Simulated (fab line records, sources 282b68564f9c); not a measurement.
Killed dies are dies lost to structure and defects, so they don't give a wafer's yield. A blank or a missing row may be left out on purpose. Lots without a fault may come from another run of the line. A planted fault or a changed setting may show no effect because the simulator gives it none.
fab line records | flow rit_cmos
record lots=5 wafers=23
route steps=202 shown GATE@95 REOX@98 NLDD@104 PLDD@122 PSD@143 SILICIDE@162 M1@188
start_h: hours from the record's first day to the start of the lot's first wafer shown | wait_h: hours since the lot's step before | " the same as in the row above | L1.1+2: a row that stands for several wafers | - no value, or no start given | * or withheld: withheld | < > ~ a bound
route shown NAME@n: a module of which the file shows steps, and the number in the route of the first | usual: mean/standard deviation of fault-free wafers | same: alike in all rows | chamber/n: place in a boat | sites: the reading at each site | _std_site: their standard deviation | _edge_site: outer sites' mean less inner sites' | radius_mm: how far each site lies from the wafer's centre | mask NAME#n: copy n | behind: the tool/chamber that last shaped the wafer | hold: why the lot was held/for how many hours/how that ended | device: the transistor (n, p or np) that didn't switch | end of line: the same wafers' tests at the end of the route | a step without rows: its recipe alone | killed: dies lost to structure and defects at the first sort, not the wafer's yield | map: a wafer's dies, x killed, . not, _ none there
set.NAME: the setting as run; set.NAME@STEP: as run at that earlier step | model.NAME: the simulator's own value behind a step, which no gauge read
lots whose settings were changed on purpose; a table a step, a row a wafer
## steps
# step RIT_GATE_ETCH_19
# recipe chemistry=SF6/CHF3/O2 time_s=165 SF6_flow_sccm=30 CHF3_flow_sccm=30 O2_flow_sccm=5 target=poly-Si pressure_mtorr=40 rf_w=160 target_depth_a=3125 over_etch_frac=0.25 stop_on=SiO2
# usual oes_product_au=0.851/0.014
# columns lot.wafer tool chamber start_h wait_h set.rf_w set.time_s@GATE_CVD_08 oes_product_au
L074.3 rie_si-02 1 43.10 0.1 160 2220 0.863
L074.4 " 3 " " 160 2220 0.881
L074.5 " 1 " " 160 2220 0.859
L077.1 rie_si-01 3 55.26 0.1 152.3 2220 0.839
L077.2 " 1 " " 160 2220 0.830
L077.3 " 0 " " 152.3 2220 0.852
L077.4 " 2 " " 160 2220 0.856
L077.6 " 3 " " 152.3 2220 0.838
L078.2 rie_si-02 1 60.21 0.1 177.9 2494 0.934
L078.3 " 2 " " 160 2494 0.915
L078.4 " 0 " " 160 2494 0.936
L078.5 " 0 " " 160 2494 0.939
L078.6 " 1 " " 177.9 2494 0.937
L080.1 rie_si-02 3 72.29 0.1 160 1952 0.799
L080.2 " 0 " " 178 1952 0.780
L080.3 " 2 " " 160 1952 0.763
L080.4 " 3 " " 178 1952 0.788
L080.5 " 0 " " 178 1952 0.781
L083.1 rie_si-01 0 86.97 0.1 168.4 2103 0.816
L083.2 " 2 " " 168.4 2103 0.811
L083.3 " 1 " " 160 2103 0.808
L083.5 " 2 " " 168.4 2103 0.811
L083.6 " 3 " " 160 2103 0.799
# step RIT_GATE_STRIP_20
# recipe chemistry=O2 time_s=180 resist=NOVOLAK platen_temp_c=withheld power_w=500 pressure_mtorr=4000 o2_flow_sccm=4000
# step RIT_REOX_CLEAN_00
# recipe chemistry=SC1 mix=3:3:50 time_s=600 temp_c=75
# columns lot.wafer tool chamber start_h wait_h set.time_s@GATE_CVD_08 model.poly-Si_of_GATE_CVD_08.thk_nm
L074.3 wet_bench-04 2 43.50 0.1 2220 245.6
L074.4 " 2 " " 2220 246.5
L074.5 " 2 " " 2220 247.8
L077.1 wet_bench-04 2 55.67 0.1 2220 245.2
L077.2 " 2 " " 2220 243.6
L077.3 " 2 " " 2220 245.1
L077.4 " 2 " " 2220 246.5
L077.6 " 2 " " 2220 245.3
L078.2+3 wet_bench-01 2 60.61 0.1 2494 278.5
L078.4 " 2 " " 2494 279.3
L078.5 " 2 " " 2494 276.6
L078.6 " 2 " " 2494 275.9
L080.1 wet_bench-01 1 72.69 0.1 1952 212.4
L080.2 " 1 " " 1952 211
L080.3+5 " 1 " " 1952 211.1
L080.4 " 1 " " 1952 211.6
L083.1 wet_bench-02 3 87.37 0.1 2103 229.7
L083.2+3 " 3 " " 2103 229.6
L083.5 " 3 " " 2103 228.8
L083.6 " 3 " " 2103 230.6
# step RIT_NLDD_COAT_01
# recipe resist=NOVOLAK spin_rpm=3250 resist_thk_nm=1000
# columns lot.wafer tool chamber start_h wait_h set.spin_rpm model.NOVOLAK_of_NLDD_COAT_01.thk_nm
L074.3 litho_track-03 0 46.70 0.1 3250 998
L074.4 " 0 " " 3250 999.1
L074.5 " 0 " " 3250 997
L077.1 litho_track-04 0 60.00 0.1 3441 973.2
L077.2 " 0 " " 3441 974.3
L077.3 " 0 " " 3441 974.2
L077.4 " 0 " " 3250 1003
L077.6 " 0 " " 3250 1004
L078.2 litho_track-03 0 66.25 0.1 3250 997.8
L078.3 " 0 " " 3250 999.9
L078.4 " 0 " " 3250 998.8
L078.5 " 0 " " 3250 997.9
L078.6 " 0 " " 3250 999.2
L080.1+5 litho_track-01 0 75.82 0.1 3250 1007
L080.2 " 0 " " 3341 991.5
L080.3 " 0 " " 3341 991.1
L080.4 " 0 " " 3341 993.9
L083.1 litho_track-04 0 91.72 0.1 3250 1001
L083.2 " 0 " " 3250 1003
L083.3 " 0 " " 3386 984.5
L083.5 " 0 " " 3386 982.1
L083.6 " 0 " " 3386 980.4
# step RIT_NLDD_HARDBAKE_07
# recipe resist=NOVOLAK temp_c=140 time_s=60
# columns lot.wafer tool chamber start_h wait_h set.temp_c set.spin_rpm@NLDD_COAT_01 model.NOVOLAK_of_NLDD_COAT_01.thk_nm
L074.3 litho_track-01 0 47.43 0.1 140 3250 882.1
L074.4 " 0 " " 140 3250 883
L074.5 " 0 " " 140 3250 881.2
L077.1 litho_track-03 0 60.73 0.0 141.8 3441 858.1
L077.2 " 0 " " 141.8 3441 859
L077.3 " 0 " " 140 3441 861.2
L077.4 " 0 " " 141.8 3250 883.8
L077.6 " 0 " " 140 3250 887.2
L078.2 litho_track-03 0 67.11 0.0 140 3250 881.9
L078.3 " 0 " " 137.7 3250 887.2
L078.4 " 0 " " 137.7 3250 886.3
L078.5 " 0 " " 140 3250 882
L078.6 " 0 " " 137.7 3250 886.6
L080.1 litho_track-04 0 76.58 0.0 137.2 3250 894
L080.2 " 0 " " 140 3341 876.4
L080.3 " 0 " " 137.2 3341 880.4
L080.4 " 0 " " 137.2 3341 882.7
L080.5 " 0 " " 140 3250 889.7
L083.1 litho_track-01 0 92.58 0.0 143.5 3250 880
L083.2 " 0 " " 140 3250 886.4
L083.3 " 0 " " 140 3386 870.2
L083.5 " 0 " " 140 3386 868.1
L083.6 " 0 " " 143.5 3386 862.4
# step RIT_PLDD_IMPLANT_08
# recipe species=BF2 energy_kev=20 dose_cm2=9e+14 tilt_deg=7
# columns lot.wafer tool chamber start_h wait_h set.energy_kev model.implant.rp_nm model.implant.drp_nm
L074.3+4+5 implanter-02 0 49.13 0.1 20 17.51 9.752
L077.1+6 implanter-02 0 62.54 0.1 20 17.45 9.752
L077.2+3+4 " 0 " " 21 18.13 10.09
L078.2+3+4 implanter-03 0 68.68 0.1 20 17.1 9.752
L078.5+6 " 0 " " 20.83 17.65 10.03
L080.1+2+3 implanter-04 0 78.15 0.1 20 17.43 9.752
L080.4+5 " 0 " " 21.15 18.21 10.14
L083.1+5+6 implanter-03 0 94.28 0.1 18.82 16.57 9.344
L083.2+3 " 0 " " 20 17.38 9.752
# step RIT_PSD_COAT_01
# recipe resist=NOVOLAK spin_rpm=3250 resist_thk_nm=1000
# columns lot.wafer tool chamber start_h wait_h set.spin_rpm model.NOVOLAK_of_PSD_COAT_01.thk_nm
L074.3 litho_track-01 0 53.74 0.1 3250 1003
L074.4 " 0 " " 3250 1000
L074.5 " 0 " " 3250 999.1
L077.1 litho_track-01 0 67.15 0.1 3250 1004
L077.2 " 0 " " 3450 978.2
L077.3 " 0 " " 3250 1006
L077.4 " 0 " " 3250 1008
L077.6 " 0 " " 3450 976.1
L078.2 litho_track-03 0 74.79 0.1 3046 1038
L078.3 " 0 " " 3046 1037
L078.4 " 0 " " 3250 1004
L078.5 " 0 " " 3046 1036
L078.6 " 0 " " 3250 1005
L080.1+5 litho_track-01 0 82.73 0.1 3250 1004
L080.2 " 0 " " 3250 1003
L080.3 " 0 " " 3250 999.6
L080.4 " 0 " " 3250 1002
L083.1 litho_track-01 0 98.82 0.1 3250 1005
L083.2+6 " 0 " " 3250 1003
L083.3 " 0 " " 3250 1002
L083.5 " 0 " " 3250 1004
# step RIT_PSD_SOFTBAKE_02
# recipe resist=NOVOLAK temp_c=90 time_s=60
# step RIT_PSD_EXPOSE_03
# recipe mask_id=M10 na=0.57 target_cd_nm=40900 dose_mj=250
# step RIT_PSD_DEVELOP_05
# recipe resist=NOVOLAK develop_time_s=50 dev_temp_c=23
# step RIT_PSD_HARDBAKE_07
# recipe resist=NOVOLAK temp_c=140 time_s=60
# columns lot.wafer tool chamber start_h wait_h set.spin_rpm@PSD_COAT_01 model.NOVOLAK_of_PSD_COAT_01.thk_nm
L074.3 litho_track-02 0 54.60 0.1 3250 886.3
L074.4 " 0 " " 3250 884
L074.5 " 0 " " 3250 883
L077.1 litho_track-02 0 67.88 0.0 3250 887.3
L077.2 " 0 " " 3450 864.7
L077.3 " 0 " " 3250 889
L077.4 " 0 " " 3250 891.2
L077.6 " 0 " " 3450 862.9
L078.2 litho_track-02 0 75.53 0.0 3046 916.6
L078.3 " 0 " " 3046 916.5
L078.4 " 0 " " 3250 887.4
L078.5 " 0 " " 3046 915.2
L078.6 " 0 " " 3250 888.5
L080.1 litho_track-02 0 83.81 0.0 3250 887.2
L080.2 " 0 " " 3250 886.4
L080.3 " 0 " " 3250 883.4
L080.4 " 0 " " 3250 885.5
L080.5 " 0 " " 3250 887.7
L083.1 litho_track-01 0 99.56 0.0 3250 888.4
L083.2+6 " 0 " " 3250 886.8
L083.3 " 0 " " 3250 885.5
L083.5 " 0 " " 3250 887.4
# step RIT_PSD_IMPLANT_08
# recipe species=BF2 energy_kev=27 dose_cm2=5e+15 tilt_deg=7
# columns lot.wafer tool chamber start_h wait_h set.dose_cm2
L074.3+4+5 implanter-03 0 54.75 0.1 5e+15
L077.1+3+6 implanter-03 0 68.03 0.1 4.761e+15
L077.2+4 " 0 " " 5e+15
L078.2+3+4+5+6 implanter-03 0 75.68 0.1 5e+15
L080.1+2+3+4+5 implanter-02 0 83.96 0.1 5e+15
L083.1+5 implanter-02 0 99.71 0.1 5e+15
L083.2+3+6 " 0 " " 4.771e+15
# step RIT_PSD_STRIP_09
# recipe chemistry=O2 time_s=180 resist=NOVOLAK platen_temp_c=withheld power_w=500 pressure_mtorr=4000 o2_flow_sccm=4000
# step RIT_SDANNEAL_RS_MEAS_06
# recipe thk_meas_gauge=four-point-probe
# usual PLDD_RS=178.8/0.52
# columns lot.wafer tool chamber start_h wait_h set.energy_kev@PLDD_IMPLANT_08 PLDD_RS[ohm/sq]
L074.3 film_metro-02 - 55.86 0.1 20 179.3
L074.4 " - " " 20 179.1
L074.5 " - " " 20 178.9
L077.1 film_metro-02 - 69.08 0.1 20 178.5
L077.2 " - " " 21 174.8
L077.3 " - " " 21 174.7
L077.4 " - " " 21 175.5
L077.6 " - " " 20 178.3
L078.2 film_metro-04 - 76.72 0.1 20 178.7
L078.3 " - " " 20 179.0
L078.4 " - " " 20 178.1
L078.5 " - " " 20.83 175.4
L078.6 " - " " 20.83 175.8
L080.1 film_metro-02 - 85.03 0.1 20 179.5
L080.2 " - " " 20 179.3
L080.3 " - " " 20 180.0
L080.4 " - " " 21.15 175.8
L080.5 " - " " 21.15 175.3
L083.1 film_metro-01 - 100.76 0.1 18.82 182.6
L083.2 " - " " 20 178.3
L083.3 " - " " 20 178.8
L083.5 " - " " 18.82 182.3
L083.6 " - " " 18.82 182.7
# step RIT_SILICIDE_SPUTTER_01
# recipe material=Ti target_thk_nm=30 power_w=350 chamber_pressure_pa=0.667 gas=Ar time_s=240 substrate_temp_c=25
# columns lot.wafer tool chamber start_h wait_h set.time_s model.Ti_of_SILICIDE_SPUTTER_01.thk_nm
L074.3 pvd_sputter-04 - 56.07 0.0 240 29.77
L074.4 " - " " 240 29.78
L074.5 " - " " 240 29.81
L077.1 pvd_sputter-03 - 69.34 0.0 240 29.83
L077.2 " - " " 240 29.87
L077.3 " - " " 240 29.69
L077.4 " - " " 240 29.37
L077.6 " - " " 240 29.88
L078.2 pvd_sputter-04 - 76.96 0.0 223.2 28.07
L078.3 " - " " 240 30.29
L078.4 " - " " 223.2 28.29
L078.5 " - " " 240 30.32
L078.6 " - " " 240 30.18
L080.1 pvd_sputter-03 - 85.28 0.0 240 30.57
L080.2 " - " " 240 30.24
L080.3 " - " " 240 30
L080.4 " - " " 240 30.23
L080.5 " - " " 240 29.93
L083.1 pvd_sputter-04 - 101.01 0.0 209.2 26.64
L083.2 " - " " 240 30.5
L083.3 " - " " 209.2 26.7
L083.5 " - " " 209.2 26.72
L083.6 " - " " 240 30.55
# step RIT_SILICIDE_RS_MEAS_02
# recipe thk_meas_gauge=four-point-probe reads=Ti_of_SILICIDE_SPUTTER_01
# usual SILICIDE_TI_RS=47.8/0.62
# columns lot.wafer tool chamber start_h wait_h set.time_s@SILICIDE_SPUTTER_01 SILICIDE_TI_RS[ohm/sq]
L074.3 film_metro-03 - 56.26 0.1 240 48.4
L074.4 " - " " 240 48.4
L074.5 " - " " 240 48.3
L077.1 film_metro-02 - 69.49 0.1 240 48.2
L077.2 " - " " 240 48.1
L077.3 " - " " 240 48.5
L077.4 " - " " 240 49.1
L077.6 " - " " 240 48.0
L078.2 film_metro-03 - 77.13 0.1 223.2 52.2
L078.3 " - " " 240 47.4
L078.4 " - " " 223.2 51.5
L078.5 " - " " 240 47.3
L078.6 " - " " 240 47.6
L080.1 film_metro-03 - 85.43 0.1 240 46.9
L080.2 " - " " 240 47.6
L080.3 " - " " 240 47.9
L080.4 " - " " 240 47.5
L080.5 " - " " 240 48.1
L083.1 film_metro-02 - 101.16 0.1 209.2 55.6
L083.2 " - " " 240 46.9
L083.3 " - " " 209.2 55.4
L083.5 " - " " 209.2 55.3
L083.6 " - " " 240 46.8
# step RIT_SILICIDE_THK_MEAS_03
# recipe thk_meas_gauge=xrf reads=Ti_of_SILICIDE_SPUTTER_01
# usual SILICIDE_TI_THK=30.1/0.31
# columns lot.wafer tool chamber start_h wait_h set.time_s@SILICIDE_SPUTTER_01 SILICIDE_TI_THK[nm]
L074.3 film_metro-03 - 56.36 0.1 240 30.1
L074.4 " - " " 240 30.1
L074.5 " - " " 240 30.1
L077.1 film_metro-02 - 69.61 0.1 240 29.9
L077.2 " - " " 240 29.7
L077.3 " - " " 240 29.5
L077.4 " - " " 240 29.3
L077.6 " - " " 240 29.8
L078.2 film_metro-03 - 77.24 0.1 223.2 28.3
L078.3 " - " " 240 30.4
L078.4 " - " " 223.2 28.4
L078.5 " - " " 240 30.5
L078.6 " - " " 240 30.3
L080.1 film_metro-03 - 85.55 0.1 240 30.8
L080.2 " - " " 240 30.5
L080.3 " - " " 240 30.3
L080.4 " - " " 240 30.5
L080.5 " - " " 240 30.0
L083.1 film_metro-02 - 101.28 0.1 209.2 26.5
L083.2 " - " " 240 30.4
L083.3 " - " " 209.2 26.7
L083.5 " - " " 209.2 26.7
L083.6 " - " " 240 30.4
# step RIT_M1_COAT_04
# recipe resist=NOVOLAK spin_rpm=2000 resist_thk_nm=1300
# columns lot.wafer tool chamber start_h wait_h set.resist_thk_nm model.NOVOLAK_of_M1_COAT_04.thk_nm
L074.3 litho_track-02 0 59.78 0.1 1300 1295
L074.4+5 " 0 " " 1300 1296
L077.1 litho_track-01 0 72.82 0.1 1300 1299
L077.2+4+6 " 0 " " 1266 1263
L077.3 " 0 " " 1300 1298
L078.2 litho_track-01 0 80.33 0.1 1366 1372
L078.3 " 0 " " 1366 1370
L078.4+5 " 0 " " 1300 1303
L078.6 " 0 " " 1366 1373
L080.1 litho_track-02 0 88.63 0.1 1236 1229
L080.2 " 0 " " 1300 1299
L080.3 " 0 " " 1236 1233
L080.4 " 0 " " 1300 1295
L080.5 " 0 " " 1300 1303
L083.1+6 litho_track-01 0 104.57 0.1 1300 1300
L083.2 " 0 " " 1300 1305
L083.3 " 0 " " 1300 1302
L083.5 " 0 " " 1300 1301
# step RIT_M1_SOFTBAKE_05
# recipe resist=NOVOLAK temp_c=90 time_s=60
# step RIT_M1_EXPOSE_06
# recipe mask_id=M12 na=0.6 source_shape=conventional sigma_outer=0.5 target_cd_nm=2600 dose_mj=250
# step RIT_M1_PEB_07
# recipe resist=NOVOLAK temp_c=withheld time_s=withheld
# step RIT_M1_DEVELOP_08
# recipe resist=NOVOLAK develop_time_s=68 dev_temp_c=23
# step RIT_M1_CD_MEAS_09
# recipe target_cd_nm=2600
# usual cd_nm=2599.8/2.3
# columns lot.wafer tool chamber start_h wait_h set.resist_thk_nm@M1_COAT_04 cd_nm
L074.3 cd_sem-02 - 60.50 - 1300 2598.6
L074.4 " - " " 1300 2598.5
L074.5 " - " " 1300 2596.4
L077.1 cd_sem-01 - 73.55 - 1300 2598.7
L077.2 " - " " 1266 2595.6
L077.3 " - " " 1300 2597.4
L077.4 " - " " 1266 2592.3
L077.6 " - " " 1266 2593.3
L078.2 cd_sem-01 - 81.18 - 1366 2610.3
L078.3 " - " " 1366 2607.9
L078.4 " - " " 1300 2603.0
L078.5 " - " " 1300 2605.3
L078.6 " - " " 1366 2609.9
L080.1 cd_sem-01 - 89.36 - 1236 2595.0
L080.2 " - " " 1300 2600.8
L080.3 " - " " 1236 2594.4
L080.4 " - " " 1300 2602.6
L080.5 " - " " 1300 2602.6
L083.1 cd_sem-01 - 105.42 - 1300 2597.5
L083.2 " - " " 1300 2597.0
L083.3 " - " " 1300 2599.6
L083.5 " - " " 1300 2597.0
L083.6 " - " " 1300 2597.2
# step RIT_M1_HARDBAKE_11
# recipe resist=NOVOLAK temp_c=140 time_s=120
# columns lot.wafer tool chamber start_h wait_h set.resist_thk_nm@M1_COAT_04 model.NOVOLAK_of_M1_COAT_04.thk_nm
L074.3 litho_track-01 0 60.74 0.1 1300 1132
L074.4 " 0 " " 1300 1133
L074.5 " 0 " " 1300 1134
L077.1 litho_track-01 0 73.71 0.0 1300 1136
L077.2+4+6 " 0 " " 1266 1105
L077.3 " 0 " " 1300 1135
L078.2 litho_track-01 0 81.36 0.1 1366 1199
L078.3 " 0 " " 1366 1197
L078.4+5 " 0 " " 1300 1140
L078.6 " 0 " " 1366 1200
L080.1 litho_track-02 0 89.52 0.0 1236 1076
L080.2 " 0 " " 1300 1136
L080.3 " 0 " " 1236 1079
L080.4 " 0 " " 1300 1132
L080.5 " 0 " " 1300 1140
L083.1 litho_track-01 0 105.58 0.0 1300 1136
L083.2 " 0 " " 1300 1141
L083.3+5 " 0 " " 1300 1138
L083.6 " 0 " " 1300 1137
# step RIT_M1_METAL_ETCH_12
# recipe stop_on=SiO2 chemistry=Cl2/BCl3 target=Al time_s=165 over_etch_frac=0.5 pressure_mtorr=100 target_depth_a=6000 rf_w=250 Cl2_flow_sccm=60 bcl3_flow_sccm=50
# columns lot.wafer tool chamber start_h wait_h set.resist_thk_nm@M1_COAT_04 model.NOVOLAK_of_M1_COAT_04.thk_nm
L074.3 rie_metal-03 1 60.96 0.2 1300 801.7
L074.4 " 0 " " 1300 808.4
L074.5 " 0 " " 1300 805.1
L077.1 rie_metal-03 1 73.96 0.2 1300 807
L077.2 " 0 " " 1266 784.5
L077.3 " 0 " " 1300 809
L077.4 " 1 " " 1266 773.5
L077.6 " 1 " " 1266 777
L078.2 rie_metal-01 1 81.57 0.2 1366 861.7
L078.3 " 0 " " 1366 856.2
L078.4 " 1 " " 1300 801.6
L078.5 " 1 " " 1300 800.1
L078.6 " 0 " " 1366 865.8
L080.1 rie_metal-03 0 89.77 0.2 1236 757.8
L080.2 " 1 " " 1300 810.9
L080.3 " 0 " " 1236 759.8
L080.4 " 1 " " 1300 803.2
L080.5 " 0 " " 1300 822.8
L083.1 rie_metal-03 0 105.83 0.2 1300 809.6
L083.2 " 1 " " 1300 809.2
L083.3 " 1 " " 1300 807.3
L083.5 " 0 " " 1300 813.4
L083.6 " 1 " " 1300 803.8
# step RIT_M1_STRIP_13
# recipe chemistry=nmp resist=NOVOLAK temp_c=80 time_s=600 dry=n2_spin
# columns lot.wafer tool chamber start_h wait_h set.time_s
L074.3+4+5 wet_bench-01 0 61.07 0.1 600
L077.1+2+3+4+6 - - - 0.1 560.7
L078.2+3+4+5+6 - - - 0.1 600
L080.1+2+3+4+5 - - - 0.1 686
L083.1+2+3+5+6 - - - 0.1 539.5
# step RIT_M1_STRIP_14
# recipe chemistry=O2 time_s=180 platen_temp_c=withheld power_w=500 pressure_mtorr=4000 o2_flow_sccm=4000
# step RIT_M1_CD_MEAS_90
# recipe target_cd_nm=2600
# usual cd_nm=2599.8/2.5
# columns lot.wafer tool chamber start_h wait_h set.resist_thk_nm@M1_COAT_04 cd_nm
L074.3 cd_sem-02 - 61.47 0.1 1300 2598.7
L074.4 " - " " 1300 2598.4
L074.5 " - " " 1300 2595.9
L077.1 cd_sem-02 - 74.47 0.1 1300 2598.4
L077.2 " - " " 1266 2594.8
L077.3 " - " " 1300 2597.4
L077.4 " - " " 1266 2591.9
L077.6 " - " " 1266 2594.2
L078.2 cd_sem-02 - 82.28 0.1 1366 2610.6
L078.3 " - " " 1366 2608.9
L078.4 " - " " 1300 2603.6
L078.5 " - " " 1300 2606.5
L078.6 " - " " 1366 2610.5
L080.1 cd_sem-01 - 90.28 0.1 1236 2594.4
L080.2 " - " " 1300 2600.9
L080.3 " - " " 1236 2592.6
L080.4 " - " " 1300 2601.7
L080.5 " - " " 1300 2602.7
L083.1 cd_sem-01 - 106.34 0.1 1300 2597.8
L083.2 " - " " 1300 2596.3
L083.3 " - " " 1300 2599.6
L083.5 " - " " 1300 2596.6
L083.6 " - " " 1300 2596.1
## key
split step=RIT_GATE_ETCH_19 setting=rf_w stated=160 by=wafer
response none clear
split step=RIT_NLDD_COAT_01 setting=spin_rpm stated=3250 by=wafer
response step=RIT_NLDD_COAT_01 reading=model.NOVOLAK_of_NLDD_COAT_01.thk_nm change=-4.94 per=1% r=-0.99
response step=RIT_NLDD_HARDBAKE_07 reading=model.NOVOLAK_of_NLDD_COAT_01.thk_nm change=-4.26 per=1% r=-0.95
split step=RIT_NLDD_HARDBAKE_07 setting=temp_c stated=140 by=wafer
response none clear
split step=RIT_PLDD_IMPLANT_08 setting=energy_kev stated=20 by=wafer
response step=RIT_PLDD_IMPLANT_08 reading=model.implant.rp_nm change=+0.135 per=1% r=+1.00
response step=RIT_PLDD_IMPLANT_08 reading=model.implant.drp_nm change=+0.0683 per=1% r=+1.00
response step=RIT_SDANNEAL_RS_MEAS_06 reading=PLDD_RS change=-0.692 per=1% r=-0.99
split step=RIT_PSD_COAT_01 setting=spin_rpm stated=3250 by=wafer
response step=RIT_PSD_COAT_01 reading=model.NOVOLAK_of_PSD_COAT_01.thk_nm change=-4.92 per=1% r=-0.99
response step=RIT_PSD_HARDBAKE_07 reading=model.NOVOLAK_of_PSD_COAT_01.thk_nm change=-4.31 per=1% r=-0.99
split step=RIT_PSD_IMPLANT_08 setting=dose_cm2 stated=5e+15 by=wafer
response none clear
split step=RIT_SILICIDE_SPUTTER_01 setting=time_s stated=240 by=wafer
response step=RIT_SILICIDE_SPUTTER_01 reading=model.Ti_of_SILICIDE_SPUTTER_01.thk_nm change=+0.299 per=1% r=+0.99
response step=RIT_SILICIDE_RS_MEAS_02 reading=SILICIDE_TI_RS change=-0.663 per=1% r=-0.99
response step=RIT_SILICIDE_THK_MEAS_03 reading=SILICIDE_TI_THK change=+0.293 per=1% r=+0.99
split step=RIT_M1_COAT_04 setting=resist_thk_nm stated=1300 by=wafer
response step=RIT_M1_COAT_04 reading=model.NOVOLAK_of_M1_COAT_04.thk_nm change=+13.6 per=1% r=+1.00
response step=RIT_M1_CD_MEAS_09 reading=cd_nm change=+1.29 per=1% r=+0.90
response step=RIT_M1_HARDBAKE_11 reading=model.NOVOLAK_of_M1_COAT_04.thk_nm change=+11.7 per=1% r=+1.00
response step=RIT_M1_METAL_ETCH_12 reading=model.NOVOLAK_of_M1_COAT_04.thk_nm change=+11.4 per=1% r=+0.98
response step=RIT_M1_CD_MEAS_90 reading=cd_nm change=+1.35 per=1% r=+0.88
split step=RIT_M1_STRIP_13 setting=time_s stated=600 by=lot
response none clear
split outside_this_file step=RIT_GATE_CVD_08 setting=time_s
# split outside_this_file: this setting was split too, and the file shows its column; the key of that split is in another file
